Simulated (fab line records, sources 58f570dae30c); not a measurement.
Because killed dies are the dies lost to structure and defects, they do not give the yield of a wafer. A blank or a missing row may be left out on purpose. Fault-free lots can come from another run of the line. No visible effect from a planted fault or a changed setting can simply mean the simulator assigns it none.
fab line records / flow berkeley-cmos170
record: lots: 5 wafers: 23
route steps=331 shown M3@314
start-h: start of the lot's first displayed wafer, in hours after the record's first day / wait-h: time in hours since the lot's previous step / " repeats the value in the row above / L1.1+2: a row that stands for several wafers / - either no value or no given start / * or withheld: withheld / < > ~ a bound
route shown NAME@n: names a module that has steps shown in the file, with the first one's number in the route / usual: the fault-free wafers' mean and standard deviation / same: alike in all rows / chamber/n: place in a boat / sites: the reading at each site / _std_site: how widely they spread, as a standard deviation / _edge_site: the outer-site mean with the inner-site mean subtracted / radius-mm: how far each site lies from the wafer's centre / mask NAME#n: copy n / behind: the tool/chamber that last shaped the wafer / hold: what put the lot on hold/how long, in hours/how the hold closed / device: whichever transistor did not switch (one of n, p or np) / end of line: the tests these same wafers got at the end of their route / a step without rows: its recipe alone / killed: at the first sort, the dies lost to defects and structure; wafer yield is something else / map: a wafer's dies, x killed, . not, _ none there
set.NAME: setting as actually run; set.NAME@STEP: the setting as run at that earlier step / model.NAME: the simulator's own value behind a step, which no gauge read
lots run with intentionally changed settings; tables by step, rows by wafer
== steps ==
step: UCB170_M3_COAT_05
recipe: resist: KrF spin-rpm: 1500 resist-thk-nm: 900
lot.wafer=L075.1 tool=litho-track-02 chamber=0 start-h=192.75 wait-h=0.1 set.resist-thk-nm=900 model.KrF_of_M3_COAT_05.thk-nm=903.8
lot.wafer=L075.2 tool=litho-track-02 chamber=0 start-h=192.75 wait-h=0.1 set.resist-thk-nm=900 model.KrF_of_M3_COAT_05.thk-nm=904.2
lot.wafer=L075.3 tool=litho-track-02 chamber=0 start-h=192.75 wait-h=0.1 set.resist-thk-nm=900 model.KrF_of_M3_COAT_05.thk-nm=901.8
lot.wafer=L075.5 tool=litho-track-02 chamber=0 start-h=192.75 wait-h=0.1 set.resist-thk-nm=900 model.KrF_of_M3_COAT_05.thk-nm=903.3
lot.wafer=L075.6 tool=litho-track-02 chamber=0 start-h=192.75 wait-h=0.1 set.resist-thk-nm=900 model.KrF_of_M3_COAT_05.thk-nm=906.1
lot.wafer=L079.1 tool=litho-track-02 chamber=0 start-h=208.63 wait-h=0.1 set.resist-thk-nm=900 model.KrF_of_M3_COAT_05.thk-nm=900.7
lot.wafer=L079.2 tool=litho-track-02 chamber=0 start-h=208.63 wait-h=0.1 set.resist-thk-nm=900 model.KrF_of_M3_COAT_05.thk-nm=900.4
lot.wafer=L079.3 tool=litho-track-02 chamber=0 start-h=208.63 wait-h=0.1 set.resist-thk-nm=900 model.KrF_of_M3_COAT_05.thk-nm=894.8
lot.wafer=L079.5 tool=litho-track-02 chamber=0 start-h=208.63 wait-h=0.1 set.resist-thk-nm=900 model.KrF_of_M3_COAT_05.thk-nm=898.7
lot.wafer=L079.6 tool=litho-track-02 chamber=0 start-h=208.63 wait-h=0.1 set.resist-thk-nm=900 model.KrF_of_M3_COAT_05.thk-nm=899.4
lot.wafer=L080.1 tool=litho-track-02 chamber=0 start-h=227.23 wait-h=0.1 set.resist-thk-nm=866.8 model.KrF_of_M3_COAT_05.thk-nm=871.8
lot.wafer=L080.3 tool=litho-track-02 chamber=0 start-h=227.23 wait-h=0.1 set.resist-thk-nm=900 model.KrF_of_M3_COAT_05.thk-nm=903.9
lot.wafer=L080.4 tool=litho-track-02 chamber=0 start-h=227.23 wait-h=0.1 set.resist-thk-nm=900 model.KrF_of_M3_COAT_05.thk-nm=904.9
lot.wafer=L080.5 tool=litho-track-02 chamber=0 start-h=227.23 wait-h=0.1 set.resist-thk-nm=866.8 model.KrF_of_M3_COAT_05.thk-nm=869.5
lot.wafer=L080.6 tool=litho-track-02 chamber=0 start-h=227.23 wait-h=0.1 set.resist-thk-nm=866.8 model.KrF_of_M3_COAT_05.thk-nm=869.2
lot.wafer=L082.2 tool=litho-track-02 chamber=0 start-h=236.27 wait-h=0.1 set.resist-thk-nm=900 model.KrF_of_M3_COAT_05.thk-nm=901.5
lot.wafer=L082.3 tool=litho-track-02 chamber=0 start-h=236.27 wait-h=0.1 set.resist-thk-nm=900 model.KrF_of_M3_COAT_05.thk-nm=901.2
lot.wafer=L082.6 tool=litho-track-02 chamber=0 start-h=236.27 wait-h=0.1 set.resist-thk-nm=900 model.KrF_of_M3_COAT_05.thk-nm=900.8
lot.wafer=L085.1 tool=litho-track-02 chamber=0 start-h=261.78 wait-h=0.1 set.resist-thk-nm=946.8 model.KrF_of_M3_COAT_05.thk-nm=945.3
lot.wafer=L085.2 tool=litho-track-02 chamber=0 start-h=261.78 wait-h=0.1 set.resist-thk-nm=900 model.KrF_of_M3_COAT_05.thk-nm=899.2
lot.wafer=L085.3 tool=litho-track-02 chamber=0 start-h=261.78 wait-h=0.1 set.resist-thk-nm=946.8 model.KrF_of_M3_COAT_05.thk-nm=946.5
lot.wafer=L085.4 tool=litho-track-02 chamber=0 start-h=261.78 wait-h=0.1 set.resist-thk-nm=900 model.KrF_of_M3_COAT_05.thk-nm=896.6
lot.wafer=L085.5 tool=litho-track-02 chamber=0 start-h=261.78 wait-h=0.1 set.resist-thk-nm=946.8 model.KrF_of_M3_COAT_05.thk-nm=948.7
step: UCB170_M3_SOFTBAKE_06
recipe: resist: KrF temp-c: 130 time-s: 60
step: UCB170_M3_STRIP_07
recipe: chemistry: O2 power-w: 400 pressure-mtorr: 3500 platen-temp-c: withheld o2-flow-sccm: 400 overash-fraction: 0.5
usual: strip-time-to-endpoint-s: 21.96/0.064
lot.wafer=L075.1 tool=plasma-asher-01 chamber=1 start-h=193.05 wait-h=0.1 set.resist-thk-nm@M3_COAT_05=900 strip-time-to-endpoint-s=22.06
lot.wafer=L075.2 tool=plasma-asher-01 chamber=0 start-h=193.05 wait-h=0.1 set.resist-thk-nm@M3_COAT_05=900 strip-time-to-endpoint-s=22.07
lot.wafer=L075.3 tool=plasma-asher-01 chamber=1 start-h=193.05 wait-h=0.1 set.resist-thk-nm@M3_COAT_05=900 strip-time-to-endpoint-s=22.00
lot.wafer=L075.5 tool=plasma-asher-01 chamber=1 start-h=193.05 wait-h=0.1 set.resist-thk-nm@M3_COAT_05=900 strip-time-to-endpoint-s=22.06
lot.wafer=L075.6 tool=plasma-asher-01 chamber=0 start-h=193.05 wait-h=0.1 set.resist-thk-nm@M3_COAT_05=900 strip-time-to-endpoint-s=22.11
lot.wafer=L079.1 tool=plasma-asher-01 chamber=0 start-h=208.93 wait-h=0.1 set.resist-thk-nm@M3_COAT_05=900 strip-time-to-endpoint-s=21.99
lot.wafer=L079.2 tool=plasma-asher-01 chamber=1 start-h=208.93 wait-h=0.1 set.resist-thk-nm@M3_COAT_05=900 strip-time-to-endpoint-s=21.99
lot.wafer=L079.3 tool=plasma-asher-01 chamber=0 start-h=208.93 wait-h=0.1 set.resist-thk-nm@M3_COAT_05=900 strip-time-to-endpoint-s=21.85
lot.wafer=L079.5 tool=plasma-asher-01 chamber=0 start-h=208.93 wait-h=0.1 set.resist-thk-nm@M3_COAT_05=900 strip-time-to-endpoint-s=21.95
lot.wafer=L079.6 tool=plasma-asher-01 chamber=1 start-h=208.93 wait-h=0.1 set.resist-thk-nm@M3_COAT_05=900 strip-time-to-endpoint-s=21.97
lot.wafer=L080.1 tool=plasma-asher-03 chamber=0 start-h=227.53 wait-h=0.1 set.resist-thk-nm@M3_COAT_05=866.8 strip-time-to-endpoint-s=21.29
lot.wafer=L080.3 tool=plasma-asher-03 chamber=1 start-h=227.53 wait-h=0.1 set.resist-thk-nm@M3_COAT_05=900 strip-time-to-endpoint-s=22.06
lot.wafer=L080.4 tool=plasma-asher-03 chamber=0 start-h=227.53 wait-h=0.1 set.resist-thk-nm@M3_COAT_05=900 strip-time-to-endpoint-s=22.08
lot.wafer=L080.5 tool=plasma-asher-03 chamber=1 start-h=227.53 wait-h=0.1 set.resist-thk-nm@M3_COAT_05=866.8 strip-time-to-endpoint-s=21.24
lot.wafer=L080.6 tool=plasma-asher-03 chamber=0 start-h=227.53 wait-h=0.1 set.resist-thk-nm@M3_COAT_05=866.8 strip-time-to-endpoint-s=21.22
lot.wafer=L082.2 tool=plasma-asher-01 chamber=0 start-h=236.54 wait-h=0.1 set.resist-thk-nm@M3_COAT_05=900 strip-time-to-endpoint-s=21.99
lot.wafer=L082.3 tool=plasma-asher-01 chamber=0 start-h=236.54 wait-h=0.1 set.resist-thk-nm@M3_COAT_05=900 strip-time-to-endpoint-s=21.98
lot.wafer=L082.6 tool=plasma-asher-01 chamber=0 start-h=236.54 wait-h=0.1 set.resist-thk-nm@M3_COAT_05=900 strip-time-to-endpoint-s=21.98
lot.wafer=L085.1 tool=plasma-asher-01 chamber=0 start-h=262.08 wait-h=0.1 set.resist-thk-nm@M3_COAT_05=946.8 strip-time-to-endpoint-s=23.05
lot.wafer=L085.2 tool=plasma-asher-01 chamber=1 start-h=262.08 wait-h=0.1 set.resist-thk-nm@M3_COAT_05=900 strip-time-to-endpoint-s=21.95
lot.wafer=L085.3 tool=plasma-asher-01 chamber=0 start-h=262.08 wait-h=0.1 set.resist-thk-nm@M3_COAT_05=946.8 strip-time-to-endpoint-s=23.08
lot.wafer=L085.4 tool=plasma-asher-01 chamber=1 start-h=262.08 wait-h=0.1 set.resist-thk-nm@M3_COAT_05=900 strip-time-to-endpoint-s=21.89
lot.wafer=L085.5 tool=plasma-asher-01 chamber=1 start-h=262.08 wait-h=0.1 set.resist-thk-nm@M3_COAT_05=946.8 strip-time-to-endpoint-s=23.11
step: UCB170_M3_COAT_10
recipe: resist: KrF spin-rpm: 1500 resist-thk-nm: 900
lot.wafer=L075.1 tool=litho-track-02 chamber=0 start-h=- wait-h=- set.spin-rpm=1500 model.KrF_of_M3_COAT_10.thk-nm=899.2
lot.wafer=L075.2 tool=litho-track-02 chamber=0 start-h=- wait-h=- set.spin-rpm=1500 model.KrF_of_M3_COAT_10.thk-nm=899
lot.wafer=L075.3 tool=litho-track-02 chamber=0 start-h=- wait-h=- set.spin-rpm=1500 model.KrF_of_M3_COAT_10.thk-nm=900.7
lot.wafer=L075.5 tool=litho-track-02 chamber=0 start-h=- wait-h=- set.spin-rpm=1500 model.KrF_of_M3_COAT_10.thk-nm=897.8
lot.wafer=L075.6 tool=litho-track-02 chamber=0 start-h=- wait-h=- set.spin-rpm=1500 model.KrF_of_M3_COAT_10.thk-nm=897.5
lot.wafer=L079.1 tool=litho-track-01 chamber=0 start-h=- wait-h=- set.spin-rpm=1500 model.KrF_of_M3_COAT_10.thk-nm=900.6
lot.wafer=L079.2 tool=litho-track-01 chamber=0 start-h=- wait-h=- set.spin-rpm=1500 model.KrF_of_M3_COAT_10.thk-nm=899.7
lot.wafer=L079.3 tool=litho-track-01 chamber=0 start-h=- wait-h=- set.spin-rpm=1539 model.KrF_of_M3_COAT_10.thk-nm=888.4
lot.wafer=L079.5 tool=litho-track-01 chamber=0 start-h=- wait-h=- set.spin-rpm=1500 model.KrF_of_M3_COAT_10.thk-nm=901.4
lot.wafer=L079.6 tool=litho-track-01 chamber=0 start-h=- wait-h=- set.spin-rpm=1539 model.KrF_of_M3_COAT_10.thk-nm=891.4
lot.wafer=L080.1 tool=litho-track-04 chamber=0 start-h=- wait-h=- set.spin-rpm=1609 model.KrF_of_M3_COAT_10.thk-nm=868.6
lot.wafer=L080.3 tool=litho-track-04 chamber=0 start-h=- wait-h=- set.spin-rpm=1609 model.KrF_of_M3_COAT_10.thk-nm=868.7
lot.wafer=L080.4 tool=litho-track-04 chamber=0 start-h=- wait-h=- set.spin-rpm=1609 model.KrF_of_M3_COAT_10.thk-nm=870.7
lot.wafer=L080.5 tool=litho-track-04 chamber=0 start-h=- wait-h=- set.spin-rpm=1500 model.KrF_of_M3_COAT_10.thk-nm=900.6
lot.wafer=L080.6 tool=litho-track-04 chamber=0 start-h=- wait-h=- set.spin-rpm=1500 model.KrF_of_M3_COAT_10.thk-nm=900.7
lot.wafer=L082.2+3 tool=litho-track-01 chamber=0 start-h=- wait-h=- set.spin-rpm=1500 model.KrF_of_M3_COAT_10.thk-nm=898.6
lot.wafer=L082.6 tool=litho-track-01 chamber=0 start-h=- wait-h=- set.spin-rpm=1500 model.KrF_of_M3_COAT_10.thk-nm=899
lot.wafer=L085.1 tool=litho-track-02 chamber=0 start-h=- wait-h=- set.spin-rpm=1452 model.KrF_of_M3_COAT_10.thk-nm=915.7
lot.wafer=L085.2 tool=litho-track-02 chamber=0 start-h=- wait-h=- set.spin-rpm=1452 model.KrF_of_M3_COAT_10.thk-nm=912.3
lot.wafer=L085.3 tool=litho-track-02 chamber=0 start-h=- wait-h=- set.spin-rpm=1500 model.KrF_of_M3_COAT_10.thk-nm=899.4
lot.wafer=L085.4 tool=litho-track-02 chamber=0 start-h=- wait-h=- set.spin-rpm=1500 model.KrF_of_M3_COAT_10.thk-nm=899.3
lot.wafer=L085.5 tool=litho-track-02 chamber=0 start-h=- wait-h=- set.spin-rpm=1500 model.KrF_of_M3_COAT_10.thk-nm=903.1
== key ==
split: step: UCB170_M3_COAT_05 setting: resist-thk-nm stated: 900 by: wafer
response: step: UCB170_M3_COAT_05 reading: model.KrF_of_M3_COAT_05.thk-nm change: +9.36 per: 1% r: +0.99
response: step: UCB170_M3_STRIP_07 reading: strip-time-to-endpoint-s change: * per: 1% r: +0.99
split: step: UCB170_M3_COAT_10 setting: spin-rpm stated: 1500 by: wafer
response: step: UCB170_M3_COAT_10 reading: model.KrF_of_M3_COAT_10.thk-nm change: -4.27 per: 1% r: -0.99
